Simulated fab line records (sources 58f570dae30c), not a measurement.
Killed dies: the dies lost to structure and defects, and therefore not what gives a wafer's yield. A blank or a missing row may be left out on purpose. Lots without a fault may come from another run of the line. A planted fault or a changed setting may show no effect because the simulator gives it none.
Which tool is to blame?    flow berkeley cmos170    Sampling: 14 lots, 42 wafers, 7 of 331 route steps

== WHAT THE GAUGES SHOWED, per wafer ==
UCB170_SCREENOX_THK_MEAS_02.
lot   measured      on             SCREENOX_OXIDE_THK (nm)
L999  day 5 22:30   film metro-01  14.5 14.5 14.7
L998  day 6 11:28   film metro-03  14.2 14.0 14.2
L100  day 6 11:29   film metro-01  14.8 14.7 14.5
L101  day 6 22:00   film metro-01  13.6 13.7 13.6
L103  day 6 22:04   film metro-04  13.9 14.1 14.2
L102  day 6 22:04   film metro-01  13.8 13.9 13.8
L109  day 7 23:16   film metro-04  14.0 13.8 14.1
L106  day 7 23:17   film metro-01  13.7 13.9 13.7
L110  day 8 10:40   film metro-04  14.0 13.7 13.7
L116  day 9 07:28   film metro-01  14.1 14.3 14.0
L117  day 9 17:05   film metro-01  14.7 14.6 14.5
L118  day 9 17:06   film metro-04  14.5 15.0 14.8
L119  day 10 02:46  film metro-03  14.2 14.4 14.3
L120  day 10 02:49  film metro-03  14.9 14.7 14.6

UCB170_SDANNEAL_RS_MEAS_02: a four-point-probe measurement.
lot   measured      on             PSD_RS (ohm/sq)
L999  day 7 08:41   film metro-04  75.4 75.2 75.6
L998  day 7 21:50   film metro-03  75.8 75.6 75.7
L100  day 7 21:31   film metro-04  75.6 75.6 75.8
L101  day 8 10:20   film metro-03  75.4 75.7 75.2
L103  day 8 10:22   film metro-01  65.4 65.3 65.3
L102  day 8 10:59   film metro-01  66.2 66.1 66.0
L109  day 9 19:45   film metro-01  75.4 75.5 75.1
L106  day 9 19:58   film metro-04  75.7 75.6 75.8
L110  day 10 05:23  film metro-04  76.1 75.7 75.8
L116  day 11 02:13  film metro-04  75.8 75.7 75.7
L117  day 11 12:30  film metro-01  75.8 75.7 75.6
L118  day 11 15:25  film metro-04  75.6 75.7 75.6
L119  day 11 15:55  film metro-03  75.4 75.3 75.3
L120  day 11 15:35  film metro-01  75.5 75.6 75.8

UCB170_SDANNEAL_RS_MEAS_03: a four-point-probe measurement.
lot   measured      on             NSD_RS (ohm/sq)
L999  day 7 08:48   film metro-04  37.28 37.37 37.18
L998  day 7 21:58   film metro-03  37.24 37.16 37.23
L100  day 7 21:38   film metro-04  37.34 37.46 37.32
L101  day 8 10:27   film metro-03  37.23 37.26 37.24
L103  day 8 10:29   film metro-01  35.66 35.61 35.55
L102  day 8 11:07   film metro-01  35.79 35.90 35.70
L109  day 9 19:52   film metro-01  37.20 37.23 37.28
L106  day 9 20:05   film metro-04  37.27 37.35 37.30
L110  day 10 05:30  film metro-04  37.40 37.34 37.40
L116  day 11 02:20  film metro-04  37.47 37.37 37.39
L117  day 11 12:37  film metro-01  37.35 37.33 37.31
L118  day 11 15:32  film metro-04  37.43 37.37 37.45
L119  day 11 16:02  film metro-03  37.26 37.32 37.33
L120  day 11 15:42  film metro-01  37.20 37.27 37.26

UCB170_SDANNEAL_RS_MEAS_04: a four-point-probe measurement.
lot   measured      on             PLDD_RS (ohm/sq)
L999  day 7 08:55   film metro-04  1031.9 1032.5 1035.9
L998  day 7 22:05   film metro-03  1031.3 1027.1 1031.9
L100  day 7 21:45   film metro-04  1034.1 1033.3 1033.4
L101  day 8 10:34   film metro-03  1038.6 1034.5 1036.5
L103  day 8 10:36   film metro-01  1015.4 1011.3 1013.5
L102  day 8 11:14   film metro-01  1013.7 1012.3 1007.8
L109  day 9 19:59   film metro-01  1034.0 1033.9 1037.6
L106  day 9 20:12   film metro-04  1034.7 1034.3 1032.9
L110  day 10 05:37  film metro-04  1029.0 1031.4 1033.0
L116  day 11 02:28  film metro-04  1036.1 1038.7 1037.6
L117  day 11 12:44  film metro-01  1033.9 1032.6 1037.4
L118  day 11 15:40  film metro-04  1034.8 1034.9 1033.6
L119  day 11 16:09  film metro-03  1033.2 1035.9 1032.9
L120  day 11 15:49  film metro-01  1032.9 1031.4 1034.5

UCB170_CONTACT_OVL_MEAS_16.
lot   measured      on          CONTACT_OVL (nm)
L999  day 7 13:59   overlay-02  1 4 6
L998  day 8 04:14   overlay-01  -3 -5 10
L100  day 8 04:32   overlay-01  -5 -6 -9
L101  day 8 17:49   overlay-01  4 -2 5
L103  day 8 16:07   overlay-01  6 -14 -4
L102  day 8 20:28   overlay-02  -7 -3 -15
L109  day 10 01:17  overlay-02  -7 3 3
L106  day 10 02:01  overlay-02  -4 1 -2
L110  day 10 11:41  overlay-01  -1 -3 0
L116  day 11 08:29  overlay-02  10 3 3
L117  day 11 18:39  overlay-02  4 0 -4
L118  day 11 21:19  overlay-01  4 -1 -9
L119  day 11 22:28  overlay-02  1 0 3
L120  day 11 20:33  overlay-01  5 7 6

== WHICH TOOL RAN EACH LOT (tool, then ch and the chambers of the sampled wafers, then the start) ==
lot   UCB170_NLDD_STRIP_10                  UCB170_SDANNEAL_RTA_01
L999  plasma asher-02 ch 0,1, day 6 22:39   rtp anneal-01 ch 0, day 7 08:37
L998  plasma asher-04 ch 0,1, day 7 10:49   rtp anneal-02 ch 0, day 7 21:46
L100  plasma asher-02 ch 0,1, day 7 10:10   rtp anneal-01 ch 0, day 7 21:25
L101  plasma asher-04 ch 0,1, day 7 23:51   rtp anneal-02 ch 0, day 8 10:16
L103  plasma asher-04 ch 0,1, day 8 00:05   rtp anneal-01 ch 0, day 8 10:17
L102  plasma asher-03 ch 0,1, day 8 00:05   rtp anneal-01 ch 0, day 8 10:55
L109  plasma asher-04 ch 0,1, day 9 02:17   rtp anneal-02 ch 0, day 9 19:40
L106  plasma asher-03 ch 0, day 9 02:58     rtp anneal-02 ch 0, day 9 19:51
L110  plasma asher-03 ch 0,1, day 9 15:11   rtp anneal-02 ch 0, day 10 05:18
L116  plasma asher-02 ch 0,1, day 10 12:44  rtp anneal-02 ch 0, day 11 02:10
L117  plasma asher-03 ch 1, day 11 01:37    rtp anneal-01 ch 0, day 11 12:26
L118  plasma asher-04 ch 0,1, day 11 01:41  rtp anneal-01 ch 0, day 11 15:20
L119  plasma asher-04 ch 0,1, day 11 04:44  rtp anneal-01 ch 0, day 11 15:51
L120  plasma asher-02 ch 0,1, day 11 04:01  rtp anneal-02 ch 0, day 11 15:31
- UCB170_NLDD_STRIP_10: strips in O2.
- UCB170_SDANNEAL_RTA_01: time 5 s.

== AS READ BY THE TOOLS THEMSELVES (means over the sampled wafers that have a number; for cases with no such wafer, the mark the record gives instead) ==
UCB170_NLDD_STRIP_10.
lot   tool             drypump motor current A (A)  oes product au (a.u.)  strip time to endpoint s (s)
L999  plasma asher-02  5.41                         0.733                  21.56
L998  plasma asher-04  5.11                         0.733                  21.68
L100  plasma asher-02  5.47                         0.737                  21.66
L101  plasma asher-04  5.23                         0.734                  21.61
L103  plasma asher-04  5.23                         0.732                  21.74
L102  plasma asher-03  5.67                         0.733                  21.65
L109  plasma asher-04  5.10                         0.734                  21.69
L106  plasma asher-03  5.73                         0.734                  21.64
L110  plasma asher-03  5.65                         0.735                  21.62
L116  plasma asher-02  5.48                         0.735                  21.66
L117  plasma asher-03  5.52                         0.730                  21.61
L118  plasma asher-04  5.11                         0.735                  21.69
L119  plasma asher-04  5.12                         0.731                  21.52
L120  plasma asher-02  5.48                         0.729                  21.72

UCB170_SDANNEAL_RTA_01.
lot   tool           lamp power pct (%)  wafer_temp_C_max
L999  rtp anneal-01  39.1                1052.2
L998  rtp anneal-02  40.7                1053.7
L100  rtp anneal-01  39.1                1053.0
L101  rtp anneal-02  40.7                1053.4
L103  rtp anneal-01  41.7                1077.0
L102  rtp anneal-01  41.7                1077.5
L109  rtp anneal-02  40.7                1053.1
L106  rtp anneal-02  40.7                1053.5
L110  rtp anneal-02  40.7                1052.6
L116  rtp anneal-02  40.7                1053.7
L117  rtp anneal-01  39.1                1053.0
L118  rtp anneal-01  39.1                1052.7
L119  rtp anneal-01  39.1                1052.3
L120  rtp anneal-02  40.7                1053.6

== THE ANSWER, worked out from the rows above alone ==
Rule: usual is defined by the lots themselves. The widest of any qualifying gaps counts: lots, ordered by their means at a reading, are off when they make up no more than a third of the lots, leave a main group of 4 or more, and stand apart from it by 3 or more times the standard deviation of that group's means. Not used: any main group whose means are identical at the precision the tables above print for the reading. A lot without any number at a reading at which 4 lots or more have one is off too. Where the step has rows for the other lots, those lots are counted as sound. After the gauges, taken in route order, come the tools' own readings; for these a lot's mean is taken, as printed above. The first step at which some lot is off is used, and at that step the reading that is off furthest; a lot without a number counts as furthest.
Off: L103, L102, seen at UCB170_SDANNEAL_RS_MEAS_02 (PSD_RS). The main group: mean 75.6 ohm/sq, standard deviation 0.17.
A tool fits if, at a process step before that reading, it ran every lot that is off, and no sound lot after the first of them. The gauges at UCB170_SDANNEAL_RS_MEAS_02 aren't tried: what is off there is off at UCB170_SDANNEAL_RTA_01 too, on other tools, and a gauge's error can't cause that. None of those tried fits.

== WHAT THE SIMULATOR PUT IN ==
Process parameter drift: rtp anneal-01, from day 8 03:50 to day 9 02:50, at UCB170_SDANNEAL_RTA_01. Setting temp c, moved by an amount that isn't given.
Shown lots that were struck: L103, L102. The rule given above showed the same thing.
